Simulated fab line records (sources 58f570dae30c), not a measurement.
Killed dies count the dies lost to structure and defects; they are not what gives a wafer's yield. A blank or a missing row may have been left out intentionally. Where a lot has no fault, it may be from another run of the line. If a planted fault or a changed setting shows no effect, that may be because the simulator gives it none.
A lot that was struck, set against a sound lot | flow berkeley_cmos170 | 14 out of 331 route steps
Sound: these wafers, L787.2, L787.3, L787.6. Struck: wafers L799.1, L799.2, L799.6. The cause is given at the end.
Per side, at each step with rows, come the tool, then ch with its chambers, and then its first start. Under that, the readings that differ: sound wafers | struck wafers | difference of the means | sigmas: that difference in standard deviations of wafers without a fault.
alike: same words and numbers on both sides, and readings whose means sit less than 2 such deviations apart. not compared: any withheld reading, any reading some wafer has no value for, any bound like >300 that may hide the same value, and any number with overlapping values for which the record gives no deviation.
A row with sigmas, a row that says differs or no value, or rows on one side alone: a step with any of these is where the two part. When numbers do not overlap yet have no deviation, they are printed without sigmas and do not part them. A reading missing from all wafers of one side parts the sides only when that side holds two or more wafers.

first, 1 step without rows for these wafers: UCB170_PLDD_DEVELOP_05 (develop time 45 s).
UCB170_PLDD_CD_MEAS_06 targets a cd of 1200 nm.
  struck on cd_sem-01, day 10 08:43; sound on cd_sem-02, day 7 11:32
  alike: cd_nm
UCB170_PLDD_OVL_MEAS_07:
  struck on overlay-01, day 10 08:50; sound on overlay-02, day 7 11:38
  alike: PLDD_OVL
then, 2 steps without rows for these wafers: UCB170_PLDD_IMPLANT_08; UCB170_PLDD_IMPLANT_09.
UCB170_PLDD_STRIP_10: strips in O2.
  sound on plasma_asher-04 ch 0,1, day 7 11:58; struck on plasma_asher-02 ch 0,1, day 10 09:10
  alike: chamber_pressure_mTorr, drypump_motor_current_A, oes_product_au, strip_time_to_endpoint_s
  not compared: rf_hours_counter_h
UCB170_PLDD_TW_MEAS_11:
  struck on film_metro-01, day 10 09:16; sound on film_metro-03, day 7 12:04
  alike: PLDD_TW
then, 5 steps without rows for these wafers: UCB170_PLDD_CLEAN_12 (cleans in SPM, time 600 s); UCB170_NLDD_HMDS_00 (prime time 60 s); UCB170_NLDD_COAT_01 (resist thk 900 nm); UCB170_NLDD_SOFTBAKE_02 (time 60 s); UCB170_NLDD_EXPOSE_03 (exposes mask NSELECT, target cd 1200 nm).
UCB170_NLDD_PEB_04:
  struck on litho_track-04, day 10 10:27; sound on litho_track-02 ch 0, day 7 12:55
  no value came back on the struck wafers for chill_plate_temp_C (C), exhaust_pa (Pa); on the sound wafers chill_plate_temp_C (C) reads 22.93 22.97 23.06
then, 1 step without rows for these wafers: UCB170_NLDD_DEVELOP_05 (develop time 45 s).

== WHERE THEY PART ==
Within this record, at UCB170_NLDD_PEB_04 only.

WHY: whatever the simulator had introduced
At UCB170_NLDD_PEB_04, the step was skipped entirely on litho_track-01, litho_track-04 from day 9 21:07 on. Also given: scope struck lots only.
